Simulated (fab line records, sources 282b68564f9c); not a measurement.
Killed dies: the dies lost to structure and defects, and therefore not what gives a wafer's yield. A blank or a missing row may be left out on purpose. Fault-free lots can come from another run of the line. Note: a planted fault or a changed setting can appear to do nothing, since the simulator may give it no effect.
fab line records    flow rit_cmos
record: lots: 6  wafers: 18  last_day: 7
route steps=202 shown SDANNEAL@153 PSD@157 NSD@158 PLDD@159 NLDD@160 SILICIDE@161 M1@202
lots that met no fault: from a run of the same line without faults
start_h: the number of hours between the record's first day and the start of the first shown wafer of the lot    wait_h: hours since the lot's step before    " the same as in the row above    L1.1+2: several wafers, shown together as one row    - no value, or no start given    * or withheld: withheld    < > ~ a bound
route shown NAME@n: a module of which the file shows steps, and the number in the route of the first    usual: the fault-free wafers' mean and standard deviation    same: alike in all rows    chamber/n: place in a boat    sites: each site's reading    _std_site: the standard deviation of these    _edge_site: mean of outer sites minus mean of inner sites    radius_mm: for every site, how far away it sits from the centre of the wafer    mask NAME#n: copy n    behind: the last tool/chamber to shape the wafer    hold: the reason the lot was held/the length of the hold in hours/how it ended    device: which transistor (n, p or np) failed to switch    end of line: tests run on the same wafers once the route is complete    a step without rows: its recipe alone    killed: dies that structure and defects cost at the first sort, which is not the same as the wafer's yield    map: a wafer's dies, marking killed ones x, the rest . and places with no die _
set.NAME: setting as actually run; set.NAME@STEP: the setting as run at that earlier step    model.NAME: the simulator's own value behind a step, which no gauge read
lots seen at some steps along the route; tables by step, rows by wafer
services: a tool's chamber out of use, with start hour (start_h, from the record's first day; less than 0 if before it), hours out, and reason
== steps ==
step: RIT_SDANNEAL_CLEAN_00
recipe: chemistry: SC1  mix: 3:3:50  time_s: 600  temp_c: 75
step: RIT_SDANNEAL_CLEAN_01
recipe: chemistry: dHF  dilution: 50:1  time_s: 30
step: RIT_SDANNEAL_CLEAN_02
recipe: chemistry: SC2  mix: 3:3:50  time_s: 600  temp_c: 75  dry: n2_spin
step: RIT_SDANNEAL_RTA_03
recipe: temp_c: 1050  time_s: 5  idle_temp_c: 600  ramp_up_c_per_s: 342  ramp_down_c_per_s: 171  cool_to_c: 600  ambient: N2
usual: wafer_temp_C_max: 1053.4/1.1
lot.wafer  tool           chamber  start_h  wait_h  wafer_temp_C_max
L747.2     rtp_anneal-02  0        73.05    0.0     1054.2
L747.4     "              0        "        "       1053.4
L747.5     "              0        "        "       1052.0
L750.3     rtp_anneal-02  0        88.66    0.0     1052.5
L750.4     "              0        "        "       1054.1
L750.5     "              0        "        "       1054.5
L752.1     rtp_anneal-01  0        96.90    0.0     1053.2
L752.2     "              0        "        "       1054.6
L752.3     "              0        "        "       1053.2
L754.3     rtp_anneal-01  0        105.84   0.0     1052.3
L754.4     "              0        "        "       1052.4
L754.6     "              0        "        "       1053.7
L761.1     rtp_anneal-02  0        139.97   0.0     1053.1
L761.3     "              0        "        "       1057.4
L761.4     "              0        "        "       1051.7
L763.1     rtp_anneal-02  0        149.49   0.0     1055.3
L763.2     "              0        "        "       1053.8
L763.4     "              0        "        "       1053.3
step: RIT_SDANNEAL_RS_MEAS_04
recipe: thk_meas_gauge: four-point-probe
usual: PSD_RS: 115.87/0.26
lot.wafer  tool           chamber  start_h  wait_h  PSD_RS[ohm/sq]
L747.2     film_metro-03  -        73.12    0.1     116.34
L747.4     "              -        "        "       116.06
L747.5     "              -        "        "       116.20
L750.3     film_metro-01  -        88.73    0.1     116.14
L750.4     "              -        "        "       115.88
L750.5     "              -        "        "       115.89
L752.1     film_metro-02  -        96.96    0.0     115.59
L752.2     "              -        "        "       116.20
L752.3     "              -        "        "       115.78
L754.3     film_metro-01  -        105.92   0.1     115.51
L754.4     "              -        "        "       115.71
L754.6     "              -        "        "       115.56
L761.1     film_metro-03  -        140.03   0.0     116.03
L761.3     "              -        "        "       115.79
L761.4     "              -        "        "       115.90
L763.1     film_metro-01  -        149.60   0.1     115.81
L763.2     "              -        "        "       115.71
L763.4     "              -        "        "       115.56
step: RIT_SDANNEAL_RS_MEAS_05
recipe: thk_meas_gauge: four-point-probe
usual: NSD_RS: 84.7/0.32
lot.wafer  tool           chamber  start_h  wait_h  NSD_RS[ohm/sq]
L747.2     film_metro-03  -        73.24    0.1     84.8
L747.4     "              -        "        "       84.6
L747.5     "              -        "        "       84.7
L750.3     film_metro-01  -        88.85    0.1     85.2
L750.4     "              -        "        "       85.0
L750.5     "              -        "        "       85.1
L752.1     film_metro-02  -        97.08    0.1     85.0
L752.2     "              -        "        "       85.2
L752.3     "              -        "        "       85.1
L754.3     film_metro-01  -        106.04   0.1     84.8
L754.4     "              -        "        "       84.5
L754.6     "              -        "        "       84.8
L761.1     film_metro-03  -        140.15   0.1     85.2
L761.3     "              -        "        "       85.2
L761.4     "              -        "        "       85.1
L763.1     film_metro-01  -        149.72   0.1     84.6
L763.2     "              -        "        "       84.4
L763.4     "              -        "        "       84.4
step: RIT_SDANNEAL_RS_MEAS_06
recipe: thk_meas_gauge: four-point-probe
usual: PLDD_RS: 178.6/0.54
lot.wafer  tool           chamber  start_h  wait_h  PLDD_RS[ohm/sq]
L747.2     film_metro-03  -        73.36    0.1     179.1
L747.4     "              -        "        "       179.1
L747.5     "              -        "        "       179.5
L750.3     film_metro-01  -        88.97    0.1     178.5
L750.4     "              -        "        "       178.7
L750.5     "              -        "        "       178.4
L752.1     film_metro-02  -        97.20    0.1     178.6
L752.2     "              -        "        "       179.5
L752.3     "              -        "        "       179.4
L754.3     film_metro-01  -        106.16   0.1     178.4
L754.4     "              -        "        "       178.3
L754.6     "              -        "        "       178.2
L761.1     film_metro-03  -        140.27   0.1     178.2
L761.3     "              -        "        "       178.4
L761.4     "              -        "        "       177.9
L763.1     film_metro-01  -        149.84   0.1     178.3
L763.2     "              -        "        "       177.7
L763.4     "              -        "        "       178.1
step: RIT_SDANNEAL_RS_MEAS_07
recipe: thk_meas_gauge: four-point-probe
usual: NLDD_RS: 151.8/0.47
lot.wafer  tool           chamber  start_h  wait_h  NLDD_RS[ohm/sq]
L747.2     film_metro-03  -        73.48    0.1     151.7
L747.4     "              -        "        "       152.2
L747.5     "              -        "        "       151.5
L750.3     film_metro-01  -        89.09    0.1     152.0
L750.4     "              -        "        "       152.4
L750.5     "              -        "        "       152.2
L752.1     film_metro-02  -        97.32    0.1     151.6
L752.2     "              -        "        "       150.8
L752.3     "              -        "        "       151.9
L754.3     film_metro-01  -        106.28   0.1     152.5
L754.4     "              -        "        "       152.3
L754.6     "              -        "        "       151.2
L761.1     film_metro-03  -        140.39   0.1     151.0
L761.3     "              -        "        "       151.3
L761.4     "              -        "        "       151.5
L763.1     film_metro-01  -        149.96   0.1     152.1
L763.2     "              -        "        "       151.7
L763.4     "              -        "        "       152.0
step: RIT_SILICIDE_WET_ETCH_00
recipe: chemistry: BOE  target: SiO2  target_depth_nm: 14  time_s: 15  dry: n2_spin  dilution: 10:1  temp_c: 21.5
step: RIT_SILICIDE_SPUTTER_01
recipe: material: Ti  target_thk_nm: 30  power_w: 350  chamber_pressure_pa: 0.6897  gas: Ar  time_s: 240  substrate_temp_c: 25
usual: throttle_valve_pct: 29.8/1.1
lot.wafer  tool            chamber  start_h  wait_h  throttle_valve_pct
L747.2     pvd_sputter-02  -        73.59    0.0     29.8
L747.4     "               -        "        "       31.4
L747.5     "               -        "        "       31.5
L750.3     pvd_sputter-04  -        89.19    0.0     28.1
L750.4     "               -        "        "       29.9
L750.5     "               -        "        "       29.3
L752.1     pvd_sputter-04  -        97.45    0.0     30.0
L752.2     "               -        "        "       28.0
L752.3     "               -        "        "       29.3
L754.3     pvd_sputter-01  -        106.37   0.0     29.1
L754.4     "               -        "        "       30.6
L754.6     "               -        "        "       32.0
L761.1     pvd_sputter-02  -        140.52   0.0     31.4
L761.3     "               -        "        "       29.8
L761.4     "               -        "        "       28.7
L763.1     pvd_sputter-02  -        150.10   0.0     31.6
L763.2     "               -        "        "       31.5
L763.4     "               -        "        "       30.0
step: RIT_SILICIDE_RS_MEAS_02
recipe: thk_meas_gauge: four-point-probe  reads: Ti_of_SILICIDE_SPUTTER_01
usual: SILICIDE_TI_RS: 51.7/0.81
lot.wafer  tool           chamber  start_h  wait_h  SILICIDE_TI_RS[ohm/sq]
L747.2     film_metro-03  -        73.76    0.1     51.2
L747.4     "              -        "        "       51.2
L747.5     "              -        "        "       51.2
L750.3     film_metro-04  -        89.38    0.1     52.1
L750.4     "              -        "        "       51.7
L750.5     "              -        "        "       52.0
L752.1     film_metro-01  -        97.60    0.1     53.4
L752.2     "              -        "        "       52.3
L752.3     "              -        "        "       52.2
L754.3     film_metro-01  -        106.56   0.1     51.9
L754.4     "              -        "        "       51.5
L754.6     "              -        "        "       52.0
L761.1     film_metro-01  -        140.67   0.1     51.0
L761.3     "              -        "        "       51.4
L761.4     "              -        "        "       50.8
L763.1     film_metro-01  -        150.25   0.1     51.1
L763.2     "              -        "        "       51.1
L763.4     "              -        "        "       51.3
step: RIT_SILICIDE_THK_MEAS_03
recipe: thk_meas_gauge: xrf  reads: Ti_of_SILICIDE_SPUTTER_01
usual: SILICIDE_TI_THK: 29.4/0.37
lot.wafer  tool           chamber  start_h  wait_h  SILICIDE_TI_THK[nm]
L747.2     film_metro-03  -        73.87    0.1     29.8
L747.4     "              -        "        "       29.7
L747.5     "              -        "        "       29.9
L750.3     film_metro-04  -        89.48    0.1     29.2
L750.4     "              -        "        "       29.2
L750.5     "              -        "        "       29.1
L752.1     film_metro-01  -        97.72    0.1     29.0
L752.2     "              -        "        "       29.3
L752.3     "              -        "        "       29.4
L754.3     film_metro-01  -        106.66   0.1     29.5
L754.4     "              -        "        "       29.7
L754.6     "              -        "        "       29.6
L761.1     film_metro-01  -        140.79   0.1     29.8
L761.3     "              -        "        "       29.6
L761.4     "              -        "        "       29.8
L763.1     film_metro-01  -        150.37   0.1     29.6
L763.2     "              -        "        "       29.8
L763.4     "              -        "        "       29.6
step: RIT_SILICIDE_RTA_04
recipe: temp_c: 650  time_s: 10  idle_temp_c: 25  ramp_up_s: 5  ramp_down_s: 5  cool_to_c: 25  ambient: N2
usual: wafer_temp_C_max: 652.6/1.3
lot.wafer  tool           chamber  start_h  wait_h  wafer_temp_C_max
L747.2     rtp_anneal-02  0        73.93    0.1     651.8
L747.4     "              0        "        "       651.8
L747.5     "              0        "        "       652.5
L750.3     rtp_anneal-02  0        89.54    0.1     652.0
L750.4     "              0        "        "       651.9
L750.5     "              0        "        "       651.8
L752.1     rtp_anneal-02  0        97.78    0.1     652.0
L752.2     "              0        "        "       652.2
L752.3     "              0        "        "       652.4
L752.1     rtp_anneal-02  0        98.01    0.2     652.0
L752.2     "              0        "        "       651.8
L752.3     "              0        "        "       651.8
L754.3     rtp_anneal-02  0        106.73   0.1     652.0
L754.4     "              0        "        "       652.0
L754.6     "              0        "        "       652.9
L761.1     rtp_anneal-01  0        140.85   0.1     654.0
L761.3     "              0        "        "       653.6
L761.4     "              0        "        "       653.8
L761.1     rtp_anneal-01  0        141.08   0.2     653.6
L761.3     "              0        "        "       654.4
L761.4     "              0        "        "       653.8
L763.1     rtp_anneal-01  0        150.43   0.1     653.6
L763.2     "              0        "        "       654.6
L763.4     "              0        "        "       653.7
step: RIT_SILICIDE_WET_ETCH_05
recipe: chemistry: SPM  target: Ti  temp_c: 90  time_s: 120  dry: n2_spin
step: RIT_M1_PROBE_99
usual: killed_at_contacts: 0.1/0.32  killed_at_front_end: 6.7/2.9  killed_dies: 6.8/2.9  killed_open: 3.3/1.7  killed_short: 3.4/2.1
same: gross_dies: 264  killed_at_M0_to_M3: 0  killed_at_M4_up: 0  killed_at_back_side: 0  killed_at_other: 0
lot.wafer  tool       chamber  start_h  wait_h  killed_at_contacts  killed_at_front_end  killed_dies  killed_open  killed_short
L747.2     prober-02  -        81.08    0.1     0                   14                   14           9            5
L747.4     prober-02  -        81.18    0.2     0                   7                    7            5            2
L747.5     prober-02  -        81.23    0.2     0                   11                   11           5            6
L752.1     prober-01  -        104.70   0.1     1                   8                    9            5            4
L752.2     prober-01  -        104.75   0.1     0                   6                    6            1            5
L752.3     prober-01  -        104.80   0.2     0                   1                    1            1            0
L754.3     prober-01  -        113.77   0.2     0                   6                    6            4            2
L754.4     prober-01  -        113.82   0.2     0                   9                    9            3            5
L754.6     prober-01  -        113.92   0.2     0                   4                    4            4            0
L763.1     prober-02  -        156.98   0.1     0                   8                    8            3            5
L763.2     prober-02  -        157.03   0.1     0                   10                   10           7            3
L763.4     prober-02  -        157.13   0.2     0                   6                    6            4            2
killed by level:class
L747.2 FOX1:geometric_particle:open=3 GATE:geometric_particle:open=3 FOX1:geometric_particle:short=2 GATE:geometric_particle:short=2 REOX:geometric_particle:open=2 SILICIDE:geometric_particle:short=1 SILICIDE:geometric_particle:open=1
L747.4 SPACER:geometric_particle:open=4 FOX2:geometric_particle:short=1 GATE:geometric_particle:open=1 REOX:geometric_particle:short=1
L747.5 FOX1:geometric_particle:short=2 FOX1:geometric_particle:open=2 GATE:geometric_particle:open=2 SILICIDE:geometric_particle:short=2 FOX2:geometric_particle:short=1 SPACER:geometric_particle:open=1 SPACER:geometric_particle:short=1
L752.1 FOX1:geometric_particle:short=2 FOX1:geometric_particle:open=2 SPACER:geometric_particle:open=2 ACTIVE:geometric_particle:open=1 REOX:geometric_particle:short=1 CONTACT:geometric_particle:short=1
L752.2 FOX1:geometric_particle:short=3 SPACER:geometric_particle:short=2 FOX1:geometric_particle:open=1
L752.3 FOX2:geometric_particle:open=1
L754.3 GATE:geometric_particle:open=2 FOX1:geometric_particle:short=1 GATE:geometric_particle:short=1 REOX:geometric_particle:open=1 SILICIDE:geometric_particle:open=1
L754.4 GATE:geometric_particle:open=2 FOX2:geometric_particle:open=1 FOX2:geometric_particle:short=1 GATE:geometric_particle:short=1 REOX:geometric_particle:short=1 SPACER:geometric_particle:short=1 SILICIDE:geometric_particle:short=1 NRETRO:coat_microbubble_printed=1
L754.6 FOX1:geometric_particle:open=1 FOX2:geometric_particle:open=1 SPACER:geometric_particle:open=1 SILICIDE:geometric_particle:open=1
L763.1 REOX:geometric_particle:short=2 SPACER:geometric_particle:short=2 FOX1:geometric_particle:open=1 GATE:geometric_particle:short=1 SPACER:geometric_particle:open=1 SILICIDE:geometric_particle:open=1
L763.2 GATE:geometric_particle:open=3 FOX1:geometric_particle:short=1 FOX1:geometric_particle:open=1 FOX2:geometric_particle:short=1 GATE:geometric_particle:short=1 REOX:geometric_particle:open=1 SPACER:geometric_particle:open=1 SILICIDE:geometric_particle:open=1
L763.4 FOX1:geometric_particle:short=1 FOX2:geometric_particle:open=1 REOX:geometric_particle:open=1 REOX:geometric_particle:short=1 SPACER:geometric_particle:open=1 SILICIDE:geometric_particle:open=1
== services ==
tool            chamber  start_h  hours  kind
pvd_sputter-01  -        85.01    2.2    repair
pvd_sputter-04  -        103.01   4.5    repair
pvd_sputter-01  -        115.29   4.9    repair
== key ==
first_sign: step: RIT_SILICIDE_RTA_04  reading: visit  direction: added
effect none on later readings
met_at RIT_SILICIDE_RTA_04
struck_wafers L752.1,L752.2,L752.3,L761.1,L761.3,L761.4
tester_left_out L752,L761
fault: kind: repeated_step_whole  tool: rtp_anneal-01,rtp_anneal-02  chamber: -  onset_h: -  steps: RIT_SILICIDE_RTA_04  times: 1  scope: struck_lots_only
tester_left_out: of these lots the tester's yield and bins aren't shown, on N5 and GAA mostly nor the transistor test; their killed dies are dies lost to structure and defects alone, not to doping, threshold or leakage, so they don't give the yield
